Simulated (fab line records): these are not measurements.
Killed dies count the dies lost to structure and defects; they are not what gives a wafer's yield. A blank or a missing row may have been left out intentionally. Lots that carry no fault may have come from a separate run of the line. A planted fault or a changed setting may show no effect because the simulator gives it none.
Split-lot experiment ; flow berkeley_cmos170 ; on a route of 331 steps: 5 lots, 23 wafers read

## SPLIT DETAILS
At UCB170_V1_EXPOSE_09 (exposes mask VIA1, target cd 700 nm), the setting dose_mj was moved away from the recipe's 37 on 9 of the 23 wafers read, by -4.1% to +4.4%. All remaining wafers had this setting at the recipe value.

## FROM THE SPLIT TO THE READING: what the file shows between them, 5 steps
- UCB170_V1_PEB_10
- UCB170_V1_DEVELOP_11: develop time 45 s
- UCB170_V1_CD_MEAS_12: target cd 700 nm
- UCB170_V1_ETCH_14: etches SiO2 in CHF3/CF4/Ar, stops on Al, target depth 1250 nm, time 291 s
- UCB170_V1_STRIP_15: strips in O2

## THE READING
Shown in nm: cd_nm at UCB170_V1_CD_MEAS_90, with target cd 700 nm. Typical for fault-free wafers on this fab line: 700.1 nm, with standard deviation 1.3 nm.

wafer;tool, chamber at the split;dose_mj as run;against the recipe;cd_nm, nm;against lot-mates on the recipe
L075.1;krf_scanner-02, 0;37;recipe;698.4;-
L075.2;krf_scanner-02, 0;35.5;-4.1%;690.9;-7.1
L075.4;krf_scanner-02, 0;37;recipe;697.4;-
L075.5;krf_scanner-02, 0;35.5;-4.1%;692.6;-5.4
L075.6;krf_scanner-02, 0;37;recipe;698.3;-
L074.1;krf_scanner-01, 0;37.77;+2.1%;703.1;+2.8
L074.2;krf_scanner-01, 0;37.77;+2.1%;702.3;+2.0
L074.4;krf_scanner-01, 0;37.77;+2.1%;704.0;+3.7
L074.5;krf_scanner-01, 0;37;recipe;699.9;-
L074.6;krf_scanner-01, 0;37;recipe;700.7;-
L080.1;krf_scanner-02, 0;37;recipe;701.2;-
L080.4;krf_scanner-02, 0;37;recipe;701.5;-
L080.6;krf_scanner-02, 0;37;recipe;701.3;-
L083.2;krf_scanner-02, 0;38.15;+3.1%;708.5;+6.2
L083.3;krf_scanner-02, 0;37;recipe;702.0;-
L083.4;krf_scanner-02, 0;38.15;+3.1%;707.6;+5.3
L083.5;krf_scanner-02, 0;37;recipe;702.5;-
L083.6;krf_scanner-02, 0;37;recipe;702.4;-
L082.1;krf_scanner-02, 0;38.62;+4.4%;707.2;+8.9
L082.3;krf_scanner-02, 0;37;recipe;697.8;-
L082.4;krf_scanner-02, 0;37;recipe;697.8;-
L082.5;krf_scanner-02, 0;38.62;+4.4%;706.3;+8.0
L082.6;krf_scanner-02, 0;37;recipe;699.2;-

FIT RESULTS
A straight line over all 23 wafers: cd_nm changes by +1.9 nm for each +1% of dose_mj; r = +0.92; the points scatter about the line by 1.8 nm.
The same after taking each lot's own level away (the mean of its wafers on the recipe; 23 wafers): +1.72 nm for each +1%; r = +0.98; scatter 0.71 nm.
According to that fit, moving dose_mj by its largest amount changes the reading by 7.5 nm.
The lots' own levels span 698.03 to 702.30 nm, that is 3.3 times the standard deviation above.
So the lot-to-lot level changes the slope: the two fits differ.
Check: with one of the wafers moved furthest among these (+4.4%) left out of the fit, the line predicts +7.27 nm for it against its lot-mates. Against them it came out at +8.93 nm.

## OTHER SPLITS ON THESE WAFERS
Before the reading, these wafers also passed through other splits. Each is held against what the fit with the lots' levels taken away leaves over:
other split on the same wafers;wafers away from the commonest value;r with cd_nm (lot level and that fit taken away)
UCB170_CONTACT_PEB_13 peb_temp_c;7;-0.21
UCB170_M1_COAT_04 spin_rpm;10;+0.28
UCB170_M1_METAL_ETCH_12 bias_w;5;-0.22

## THE WHOLE CHAIN: every reading that the file lists as answering this split, in the file's order
step;what it does;reading;change (the file's fit);r (the file's)
UCB170_V1_CD_MEAS_12;target cd 700 nm;cd_nm;+1.75 nm for each +1% of the setting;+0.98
UCB170_V1_ETCH_14;etches SiO2 in CHF3/CF4/Ar, stops on Al, target depth 1250 nm, time 291 s;V1.cd_nm (the simulator's own value, which no gauge read);+1.72 nm for each +1% of the setting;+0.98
UCB170_V1_CD_MEAS_90;target cd 700 nm;cd_nm;+1.75 nm for each +1% of the setting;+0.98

## THE FILE'S OWN FIT
cd_nm changes by +1.75 nm for each +1% of dose_mj, r = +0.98.
